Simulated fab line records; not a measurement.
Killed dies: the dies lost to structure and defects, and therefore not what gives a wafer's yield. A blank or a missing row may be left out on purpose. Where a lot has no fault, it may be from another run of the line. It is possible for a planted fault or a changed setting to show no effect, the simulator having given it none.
Which of the tools did it? :: flow ritCmos :: 16 lots, 48 wafers sampled, at 5 steps of a route of 202

## WHAT EACH GAUGE READ, for each wafer
RIT_ACTIVE_CD_MEAS_11 targets a cd of 1400 nm.
lot: L841
measured: day 1 14:52
on: cdSem-01
cdNm (nm): 1398.8 1398.3 1396.9

lot: L843
measured: day 2 01:15
on: cdSem-01
cdNm (nm): 1397.8 1402.6 1402.4

lot: L844
measured: day 2 06:10
on: cdSem-02
cdNm (nm): 1403.4 1403.6 1401.8

lot: L845
measured: day 2 11:18
on: cdSem-02
cdNm (nm): 1398.7 1399.2 1397.6

lot: L846
measured: day 2 16:28
on: cdSem-01
cdNm (nm): 1400.1 1396.3 1397.0

lot: L847
measured: day 3 04:09
on: cdSem-01
cdNm (nm): 1399.6 1398.6 1399.0

lot: L848
measured: day 3 04:13
on: cdSem-02
cdNm (nm): 1400.3 1401.0 1399.2

lot: L849
measured: day 3 08:19
on: cdSem-02
cdNm (nm): 1404.6 1403.3 1404.1

lot: L852
measured: day 3 22:38
on: cdSem-02
cdNm (nm): 1395.4 1396.4 1399.1

lot: L854
measured: day 4 07:29
on: cdSem-02
cdNm (nm): 1402.1 1396.9 1400.4

lot: L855
measured: day 4 13:32
on: cdSem-02
cdNm (nm): 1400.0 1398.8 1399.5

lot: L856
measured: day 4 17:39
on: cdSem-02
cdNm (nm): 1396.4 1399.5 1400.1

lot: L857
measured: day 4 22:34
on: cdSem-02
cdNm (nm): 1398.8 1397.8 1397.4

lot: L858
measured: day 5 03:27
on: cdSem-02
cdNm (nm): 1400.2 1403.5 1399.4

lot: L860
measured: day 5 13:27
on: cdSem-02
cdNm (nm): 1399.0 1400.5 1398.8

lot: L862
measured: day 6 00:13
on: cdSem-01
cdNm (nm): 1400.5 1402.3 1400.4

RIT_PRETRO_OVL_MEAS_06.
lot: L841
measured: day 2 08:13
on: overlay-01
PRETRO_OVL (nm): -1.5 -3.1 -0.1

lot: L843
measured: day 2 17:32
on: overlay-01
PRETRO_OVL (nm): 2.1 1.7 0.9

lot: L844
measured: day 3 00:16
on: overlay-01
PRETRO_OVL (nm): -0.8 1.7 1.4

lot: L845
measured: day 3 03:43
on: overlay-02
PRETRO_OVL (nm): 0.3 0.2 -0.4

lot: L846
measured: day 3 08:31
on: overlay-01
PRETRO_OVL (nm): -0.6 0.3 0.2

lot: L847
measured: day 3 20:47
on: overlay-01
PRETRO_OVL (nm): 0.8 0.0 0.6

lot: L848
measured: day 3 22:02
on: overlay-02
PRETRO_OVL (nm): 3.7 -0.5 1.9

lot: L849
measured: day 4 02:23
on: overlay-01
PRETRO_OVL (nm): -1.5 0.2 0.7

lot: L852
measured: day 4 16:14
on: overlay-01
PRETRO_OVL (nm): 1.9 -0.8 -0.7

lot: L854
measured: day 5 02:29
on: overlay-02
PRETRO_OVL (nm): 238.2 241.3 240.4

lot: L855
measured: day 5 06:09
on: overlay-01
PRETRO_OVL (nm): 1.8 2.8 0.0

lot: L856
measured: day 5 09:42
on: overlay-02
PRETRO_OVL (nm): 241.5 242.2 242.4

lot: L857
measured: day 5 14:22
on: overlay-02
PRETRO_OVL (nm): 240.0 239.3 240.6

lot: L858
measured: day 5 20:45
on: overlay-01
PRETRO_OVL (nm): 238.8 238.8 241.7

lot: L860
measured: day 6 06:51
on: overlay-02
PRETRO_OVL (nm): 0.9 1.8 0.7

lot: L862
measured: day 6 16:26
on: overlay-01
PRETRO_OVL (nm): 0.8 1.3 -0.5

RIT_PRETRO_TW_MEAS_10.
lot: L841
measured: day 2 08:50
on: filmMetro-02
PRETRO_TW: 464 467 467

lot: L843
measured: day 2 18:09
on: filmMetro-01
PRETRO_TW: 468 468 471

lot: L844
measured: day 3 00:52
on: filmMetro-01
PRETRO_TW: 471 472 471

lot: L845
measured: day 3 04:27
on: filmMetro-01
PRETRO_TW: 474 476 472

lot: L846
measured: day 3 09:08
on: filmMetro-01
PRETRO_TW: 473 473 473

lot: L847
measured: day 3 21:29
on: filmMetro-01
PRETRO_TW: 471 472 471

lot: L848
measured: day 3 22:38
on: filmMetro-02
PRETRO_TW: 462 466 462

lot: L849
measured: day 4 03:00
on: filmMetro-03
PRETRO_TW: 472 474 474

lot: L852
measured: day 4 16:51
on: filmMetro-02
PRETRO_TW: 465 469 466

lot: L854
measured: day 5 03:06
on: filmMetro-02
PRETRO_TW: 461 462 460

lot: L855
measured: day 5 06:46
on: filmMetro-03
PRETRO_TW: 471 474 469

lot: L856
measured: day 5 10:19
on: filmMetro-02
PRETRO_TW: 464 460 461

lot: L857
measured: day 5 14:59
on: filmMetro-01
PRETRO_TW: 470 469 471

lot: L858
measured: day 5 21:22
on: filmMetro-02
PRETRO_TW: 462 462 463

lot: L860
measured: day 6 07:28
on: filmMetro-03
PRETRO_TW: 473 472 474

lot: L862
measured: day 6 17:05
on: filmMetro-03
PRETRO_TW: 472 471 474

## EACH LOT AND THE TOOL THAT RAN IT (in order: tool; ch and the chambers of the sampled wafers; start)
lot: L841
RIT_ACTIVE_STRIP_14: plasmaAsher-03 ch 0,1, day 1 15:16
RIT_PRETRO_EXPOSE_03: ilineStepper-01 ch 0, day 2 07:48

lot: L843
RIT_ACTIVE_STRIP_14: plasmaAsher-01 ch 0,1, day 2 01:40
RIT_PRETRO_EXPOSE_03: ilineStepper-01 ch 0, day 2 17:07

lot: L844
RIT_ACTIVE_STRIP_14: plasmaAsher-03 ch 0,1, day 2 06:36
RIT_PRETRO_EXPOSE_03: ilineStepper-02 ch 0, day 2 23:50

lot: L845
RIT_ACTIVE_STRIP_14: plasmaAsher-02 ch 0,1, day 2 11:41
RIT_PRETRO_EXPOSE_03: ilineStepper-02 ch 0, day 3 03:07

lot: L846
RIT_ACTIVE_STRIP_14: plasmaAsher-02 ch 0,1, day 2 16:53
RIT_PRETRO_EXPOSE_03: ilineStepper-02 ch 0, day 3 08:07

lot: L847
RIT_ACTIVE_STRIP_14: plasmaAsher-01 ch 0,1, day 3 04:34
RIT_PRETRO_EXPOSE_03: ilineStepper-01 ch 0, day 3 20:19

lot: L848
RIT_ACTIVE_STRIP_14: plasmaAsher-03 ch 0,1, day 3 04:35
RIT_PRETRO_EXPOSE_03: ilineStepper-01 ch 0, day 3 21:37

lot: L849
RIT_ACTIVE_STRIP_14: plasmaAsher-03 ch 0,1, day 3 08:43
RIT_PRETRO_EXPOSE_03: ilineStepper-01 ch 0, day 4 01:57

lot: L852
RIT_ACTIVE_STRIP_14: plasmaAsher-01 ch 0,1, day 3 23:03
RIT_PRETRO_EXPOSE_03: ilineStepper-01 ch 0, day 4 15:49

lot: L854
RIT_ACTIVE_STRIP_14: plasmaAsher-03 ch 0,1, day 4 07:54
RIT_PRETRO_EXPOSE_03: ilineStepper-02 ch 0, day 5 02:05

lot: L855
RIT_ACTIVE_STRIP_14: plasmaAsher-03 ch 0,1, day 4 13:57
RIT_PRETRO_EXPOSE_03: ilineStepper-01 ch 0, day 5 05:40

lot: L856
RIT_ACTIVE_STRIP_14: plasmaAsher-03 ch 1, day 4 18:02
RIT_PRETRO_EXPOSE_03: ilineStepper-02 ch 0, day 5 09:13

lot: L857
RIT_ACTIVE_STRIP_14: plasmaAsher-03 ch 0,1, day 4 22:58
RIT_PRETRO_EXPOSE_03: ilineStepper-02 ch 0, day 5 13:56

lot: L858
RIT_ACTIVE_STRIP_14: plasmaAsher-02 ch 0,1, day 5 03:51
RIT_PRETRO_EXPOSE_03: ilineStepper-02 ch 0, day 5 20:16

lot: L860
RIT_ACTIVE_STRIP_14: plasmaAsher-02 ch 0,1, day 5 13:51
RIT_PRETRO_EXPOSE_03: ilineStepper-01 ch 0, day 6 06:25

lot: L862
RIT_ACTIVE_STRIP_14: plasmaAsher-02 ch 0,1, day 6 00:37
RIT_PRETRO_EXPOSE_03: ilineStepper-01 ch 0, day 6 16:03
- RIT_ACTIVE_STRIP_14: strips in O2, time 180 s.
- RIT_PRETRO_EXPOSE_03: exposes mask M5, target cd 43700 nm.

## WHAT THE TOOLS THEMSELVES READ (means of the sampled wafers that have a number; where no wafer has one, the mark that the record gives instead)
RIT_ACTIVE_STRIP_14.
lot: L841
tool: plasmaAsher-03
drypumpMotorCurrentA (A): 5.4
o2FlowSccm (sccm): 4000

lot: L843
tool: plasmaAsher-01
drypumpMotorCurrentA (A): 5.8
o2FlowSccm (sccm): 4009

lot: L844
tool: plasmaAsher-03
drypumpMotorCurrentA (A): 5.4
o2FlowSccm (sccm): 3992

lot: L845
tool: plasmaAsher-02
drypumpMotorCurrentA (A): 5.2
o2FlowSccm (sccm): 4001

lot: L846
tool: plasmaAsher-02
drypumpMotorCurrentA (A): 5.6
o2FlowSccm (sccm): 4002

lot: L847
tool: plasmaAsher-01
drypumpMotorCurrentA (A): 5.8
o2FlowSccm (sccm): 4006

lot: L848
tool: plasmaAsher-03
drypumpMotorCurrentA (A): 5.7
o2FlowSccm (sccm): 3999

lot: L849
tool: plasmaAsher-03
drypumpMotorCurrentA (A): 5.4
o2FlowSccm (sccm): 3995

lot: L852
tool: plasmaAsher-01
drypumpMotorCurrentA (A): 5.6
o2FlowSccm (sccm): 3993

lot: L854
tool: plasmaAsher-03
drypumpMotorCurrentA (A): 5.7
o2FlowSccm (sccm): 3998

lot: L855
tool: plasmaAsher-03
drypumpMotorCurrentA (A): 5.8
o2FlowSccm (sccm): 4002

lot: L856
tool: plasmaAsher-03
drypumpMotorCurrentA (A): 5.0
o2FlowSccm (sccm): 4009

lot: L857
tool: plasmaAsher-03
drypumpMotorCurrentA (A): 5.7
o2FlowSccm (sccm): 3989

lot: L858
tool: plasmaAsher-02
drypumpMotorCurrentA (A): 5.2
o2FlowSccm (sccm): 3997

lot: L860
tool: plasmaAsher-02
drypumpMotorCurrentA (A): 5.3
o2FlowSccm (sccm): 4000

lot: L862
tool: plasmaAsher-02
drypumpMotorCurrentA (A): 5.6
o2FlowSccm (sccm): 4011

RIT_PRETRO_EXPOSE_03.
lot: L841
tool: ilineStepper-01
reticleTempC (C): 23.00

lot: L843
tool: ilineStepper-01
reticleTempC (C): 23.09

lot: L844
tool: ilineStepper-02
reticleTempC (C): 23.07

lot: L845
tool: ilineStepper-02
reticleTempC (C): 23.07

lot: L846
tool: ilineStepper-02
reticleTempC (C): 22.98

lot: L847
tool: ilineStepper-01
reticleTempC (C): 23.04

lot: L848
tool: ilineStepper-01
reticleTempC (C): 23.05

lot: L849
tool: ilineStepper-01
reticleTempC (C): 23.06

lot: L852
tool: ilineStepper-01
reticleTempC (C): 22.91

lot: L854
tool: ilineStepper-02
reticleTempC (C): 23.10

lot: L855
tool: ilineStepper-01
reticleTempC (C): 23.05

lot: L856
tool: ilineStepper-02
reticleTempC (C): 23.04

lot: L857
tool: ilineStepper-02
reticleTempC (C): 23.03

lot: L858
tool: ilineStepper-02
reticleTempC (C): 23.14

lot: L860
tool: ilineStepper-01
reticleTempC (C): 23.01

lot: L862
tool: ilineStepper-01
reticleTempC (C): 23.12

## THE ANSWER, worked out from the rows above alone
Rule: the usual values come from the lots themselves. The widest of any qualifying gaps counts: lots, ordered by their means at a reading, are off when they make up no more than a third of the lots, leave a main group of 4 or more, and stand apart from it by 3 or more times the standard deviation of that group's means. The tables above print the reading to a certain number of digits; a main group whose means all agree to those digits is not used. Also off: a lot with no number at a reading for which 4 or more lots have one. Where the step has rows for the other lots, those lots are counted as sound. After the gauges, taken in route order, come the tools' own readings; for these a lot's mean is taken, as printed above. At the first step where some lot is off, the reading lying furthest off is the one used; lots without a number count as furthest.
Off: L854, L856, L857, L858, seen at RIT_PRETRO_OVL_MEAS_06 (PRETRO_OVL). The main group has a mean of 0.5 nm with a standard deviation of 0.89.
A tool fits if, at a process step before that reading, it ran every lot that is off, and no sound lot after the first of them. Those tools and the gauges at RIT_PRETRO_OVL_MEAS_06 are tried in the same way. One fits: ilineStepper-02 at RIT_PRETRO_EXPOSE_03. Its last sound lot is L846 (day 3 08:07), its first lot that is off L854 (day 5 02:05): a fault that began between those two fits.

## WHAT THE SIMULATOR HAD PUT IN
Scanner matching overlay: ilineStepper-02, from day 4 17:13 on, at RIT_PRETRO_EXPOSE_03. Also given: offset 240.
Lots struck among those shown: L854, L856, L857, L858. The rule above found the same.
